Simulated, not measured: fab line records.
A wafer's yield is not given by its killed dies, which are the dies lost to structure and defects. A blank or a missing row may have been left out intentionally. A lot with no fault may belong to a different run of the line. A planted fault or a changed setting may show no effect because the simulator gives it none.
What tool caused it?    flow berkeleyCmos170    Sampling: 14 lots, 42 wafers, 4 of 331 route steps

== WHAT THE GAUGES SHOWED, per wafer ==
UCB170_FIELD_THK_MEAS_02. Usual: FIELD_OXIDE_THK typically reads 562 nm, with standard deviation 12.
lot   measured     on            FIELD_OXIDE_THK (nm)  flag
L939  day 4 13:32  filmMetro-04  569 563 567           
L940  day 4 14:52  filmMetro-01  546 554 543           
L942  day 5 03:00  filmMetro-01  556 548 559           
L945  day 6 02:31  filmMetro-01  574 577 569           
L947  day 6 02:25  filmMetro-01  558 556 558           
L948  day 6 02:25  filmMetro-04  543 541 534           
L950  day 6 10:34  filmMetro-02  555 554 549           
L951  day 6 17:38  filmMetro-01  576 571 576           
L952  day 6 20:38  filmMetro-01  587 586 581           
L953  day 7 04:22  filmMetro-04  543 549 560           
L954  day 7 22:55  filmMetro-01  877 888 882           OFF
L955  day 7 22:46  filmMetro-04  838 833 844           OFF
L956  day 7 19:28  filmMetro-02  565 559 571           
L962  day 9 02:57  filmMetro-04  581 582 576           

UCB170_FIELD_THK_MEAS_90. Usual: FIELD_OXIDE_LEFT_1_THK typically reads 445 nm, with standard deviation 12.
lot   measured     on            FIELD_OXIDE_LEFT_1_THK (nm)  flag
L939  day 4 21:00  filmMetro-04  453 446 450                  
L940  day 4 21:01  filmMetro-01  431 439 427                  
L942  day 5 10:49  filmMetro-04  441 433 443                  
L945  day 6 09:08  filmMetro-04  456 460 451                  
L947  day 6 08:34  filmMetro-04  442 441 442                  
L948  day 6 09:06  filmMetro-01  426 424 417                  
L950  day 6 16:53  filmMetro-04  437 436 431                  
L951  day 7 02:05  filmMetro-04  460 455 460                  
L952  day 7 02:04  filmMetro-01  469 469 463                  
L953  day 7 11:28  filmMetro-01  427 432 443                  
L954  day 8 05:41  filmMetro-02  761 772 765                  OFF
L955  day 8 05:40  filmMetro-01  722 717 727                  OFF
L956  day 8 02:14  filmMetro-04  449 443 455                  
L962  day 9 11:31  filmMetro-02  464 465 459                  

UCB170_FIELD_THK_MEAS_91. Usual: FIELD_OXIDE_LEFT_2_THK typically reads 357 nm, with standard deviation 12.
lot   measured      on            FIELD_OXIDE_LEFT_2_THK (nm)  flag
L939  day 5 14:45   filmMetro-02  364 358 362                  
L940  day 5 13:35   filmMetro-01  342 350 338                  
L942  day 6 00:50   filmMetro-01  352 344 355                  
L945  day 6 21:53   filmMetro-01  367 371 363                  
L947  day 6 20:52   filmMetro-02  354 353 354                  
L948  day 6 21:22   filmMetro-01  336 335 328                  
L950  day 7 09:42   filmMetro-04  349 348 343                  
L951  day 7 16:20   filmMetro-02  373 366 372                  
L952  day 7 17:48   filmMetro-04  381 381 375                  
L953  day 8 04:14   filmMetro-02  339 344 355                  
L954  day 8 18:54   filmMetro-02  673 684 677                  OFF
L955  day 8 19:36   filmMetro-02  634 630 639                  OFF
L956  day 8 18:10   filmMetro-01  361 355 366                  
L962  day 10 00:25  filmMetro-01  376 377 370                  

== TOOL THAT RAN EACH LOT (tool first, then ch and the chambers of the sampled wafers, then the start) ==
lot   UCB170_FIELD_OXIDATION_01
L939  furnace-03 ch 0, day 4 10:32
L940  furnace-04 ch 0, day 4 11:51
L942  furnace-03 ch 0, day 4 23:59
L945  furnace-03 ch 0, day 5 23:22
L947  furnace-03 ch 0, day 5 23:22
L948  furnace-03 ch 0, day 5 23:22
L950  furnace-03 ch 0, day 6 07:34
L951  furnace-02 ch 0, day 6 14:37
L952  furnace-02 ch 0, day 6 17:37
L953  furnace-04 ch 0, day 7 01:21
L954  furnace-03 ch 0, day 7 16:28 and furnace-04 ch 0, day 7 19:46
L955  furnace-03 ch 0, day 7 16:28 and furnace-04 ch 0, day 7 19:46
L956  furnace-03 ch 0, day 7 16:28
L962  furnace-02 ch 0, day 8 23:56
- UCB170_FIELD_OXIDATION_01: target thk 558.3 nm, ox time 7200 s.

== WHAT THE TOOLS THEMSELVES READ (means of the sampled wafers that have a number; where no wafer has one, the mark that the record gives instead) ==
The record holds no such reading with a usual standard deviation.

== THE ANSWER, worked out from the rows above alone ==
Rule: a lot is off if the mean of its wafers that have a number lies more than 3 standard deviations from the usual mean. A lot without any number at a reading at which 4 lots or more have one is off too. Any other lot the step has rows for is counted as sound. First the gauges in route order, then the tools' own readings, where a lot's mean is used as printed above. At the first step where some lot is off, the reading lying furthest off is the one used; lots without a number count as furthest.
Off: L954, L955, seen at UCB170_FIELD_THK_MEAS_02 (FIELD_OXIDE_THK).
A tool fits if, at a process step before that reading, it ran every lot that is off, and no sound lot after the first of them. The gauges at UCB170_FIELD_THK_MEAS_02 aren't tried: what is off there is off at UCB170_FIELD_THK_MEAS_91 too, on other tools, and a gauge's error can't cause that. Undecided on this evidence; 2 tools fit (furnace-03 at UCB170_FIELD_OXIDATION_01, furnace-04 at UCB170_FIELD_OXIDATION_01).

== WHAT WAS PUT IN BY THE SIMULATOR ==
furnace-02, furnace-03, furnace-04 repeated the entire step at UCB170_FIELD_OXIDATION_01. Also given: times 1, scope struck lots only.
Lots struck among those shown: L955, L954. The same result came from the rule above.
